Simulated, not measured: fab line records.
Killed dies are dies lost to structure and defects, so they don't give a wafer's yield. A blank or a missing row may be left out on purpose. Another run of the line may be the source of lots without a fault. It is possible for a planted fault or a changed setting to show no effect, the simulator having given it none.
Split-lot trial + flow berkeleyCmos170 + 23 wafers read from 5 lots, route of 331 steps

## ON THE SPLIT
At UCB170_PWELL_ETCH_14 (etches Si3N4 in CH3F/Ar/O2, stops on SiO2, target depth 242 nm, time 151 s), the setting timeS was moved away from the recipe's 151 s on 6 of the 23 wafers read, by -14.7% to +12.5%. For the rest of the wafers, this setting stayed at what the recipe calls for.

The split's own step is where the reading is taken.

## THE READING
KrF_of_PWELL_COAT_08.thkNm (the simulator's own value, which no gauge read), in nm, at UCB170_PWELL_ETCH_14 (etches Si3N4 in CH3F/Ar/O2, stops on SiO2, target depth 242 nm, time 151 s). The file gives no usual value for it. Here, 17 wafers ran the recipe; their average is 724.8 nm with a standard deviation of 5.1 nm.

| wafer  | tool, chamber at the split | timeS as run, s | against the recipe | KrF_of_PWELL_COAT_08.thkNm, nm | against lot-mates on the recipe |
|--------|----------------------------|-----------------|--------------------|--------------------------------|---------------------------------|
| L074.1 | rieDiel-01, 3              | 151             | recipe             | 736.6                          | -                               |
| L074.3 | rieDiel-01, 0              | 151             | recipe             | 727.7                          | -                               |
| L074.4 | rieDiel-01, 2              | 151             | recipe             | 725                            | -                               |
| L075.1 | rieDiel-01, 3              | 151             | recipe             | 727.5                          | -                               |
| L075.2 | rieDiel-01, 1              | 151             | recipe             | 720.4                          | -                               |
| L075.3 | rieDiel-01, 2              | 151             | recipe             | 720.7                          | -                               |
| L075.4 | rieDiel-01, 0              | 151             | recipe             | 718.8                          | -                               |
| L075.6 | rieDiel-01, 1              | 151             | recipe             | 719.9                          | -                               |
| L079.1 | rieDiel-03, 2              | 163.7           | +8.4%              | 712.6                          | -17.1                           |
| L079.2 | rieDiel-03, 0              | 151             | recipe             | 734.4                          | -                               |
| L079.3 | rieDiel-03, 3              | 151             | recipe             | 729.1                          | -                               |
| L079.4 | rieDiel-03, 1              | 163.7           | +8.4%              | 713                            | -16.7                           |
| L079.5 | rieDiel-03, 3              | 151             | recipe             | 725.5                          | -                               |
| L081.1 | rieDiel-03, 3              | 128.8           | -14.7%             | 745.3                          | +20.3                           |
| L081.2 | rieDiel-03, 1              | 151             | recipe             | 722.6                          | -                               |
| L081.3 | rieDiel-03, 0              | 151             | recipe             | 725.2                          | -                               |
| L081.5 | rieDiel-03, 2              | 151             | recipe             | 727.2                          | -                               |
| L081.6 | rieDiel-03, 3              | 128.8           | -14.7%             | 744.6                          | +19.6                           |
| L083.1 | rieDiel-04, 2              | 151             | recipe             | 719.5                          | -                               |
| L083.2 | rieDiel-04, 3              | 151             | recipe             | 718.5                          | -                               |
| L083.3 | rieDiel-04, 0              | 169.8           | +12.5%             | 702.6                          | -17.9                           |
| L083.5 | rieDiel-04, 3              | 169.8           | +12.5%             | 699.4                          | -21.1                           |
| L083.6 | rieDiel-04, 0              | 151             | recipe             | 723.4                          | -                               |

FIT RESULTS
A straight line over all 23 wafers: KrF_of_PWELL_COAT_08.thkNm changes by -1.56 nm for each +1% of timeS; r = -0.90; the points scatter about the line by 4.9 nm.
The same after taking each lot's own level away (the mean of its wafers on the recipe; 23 wafers): -1.52 nm for each +1%; r = -0.95; scatter 3.3 nm.
On that fit, the largest move of timeS shifts the reading by 22 nm.
From 720.47 to 729.77 nm: that is the span of the lots' own levels, equal to 1.8 times the standard deviation above.
Consequently the slope shifts little with the lot-to-lot level, the two slopes agreeing.
Check: for one of the wafers moved furthest among these (-14.7%), held out of the fit, the line's prediction against its lot-mates is +22.5 nm. Against them it came out at +20.3 nm.

## THE OTHER SPLITS THESE WAFERS WENT THROUGH
Note: prior to the reading, these wafers also went through further splits. Each is held against what the fit with the lots' levels taken away leaves over:
| other split on the same wafers    | wafers away from the commonest value | r with KrF_of_PWELL_COAT_08.thkNm (lot level and that fit taken away) |
|-----------------------------------|--------------------------------------|-----------------------------------------------------------------------|
| UCB170_START_OXIDATION_02 tempC   | 10                                   | +0.01                                                                 |
| UCB170_NWELL_CVD_04 pressureMtorr | 18                                   | -0.09                                                                 |

## THE WHOLE CHAIN: every reading that the file lists as answering this split, in the file's order
| step                  | what it does                                                               | reading                                                                     | change (the file's fit)              | r (the file's) |
|-----------------------|----------------------------------------------------------------------------|-----------------------------------------------------------------------------|--------------------------------------|----------------|
| UCB170_PWELL_ETCH_14  | etches Si3N4 in CH3F/Ar/O2, stops on SiO2, target depth 242 nm, time 151 s | KrF_of_PWELL_COAT_08.thkNm (the simulator's own value, which no gauge read) | -1.53 nm for each +1% of the setting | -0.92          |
| UCB170_PWELL_STRIP_16 | strips in O2                                                               | stripTimeToEndpointS                                                        | withheld for each +1% of the setting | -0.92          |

## FILE'S OWN FIT
KrF_of_PWELL_COAT_08.thkNm changes by -1.53 nm for each +1% of timeS, r = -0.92.
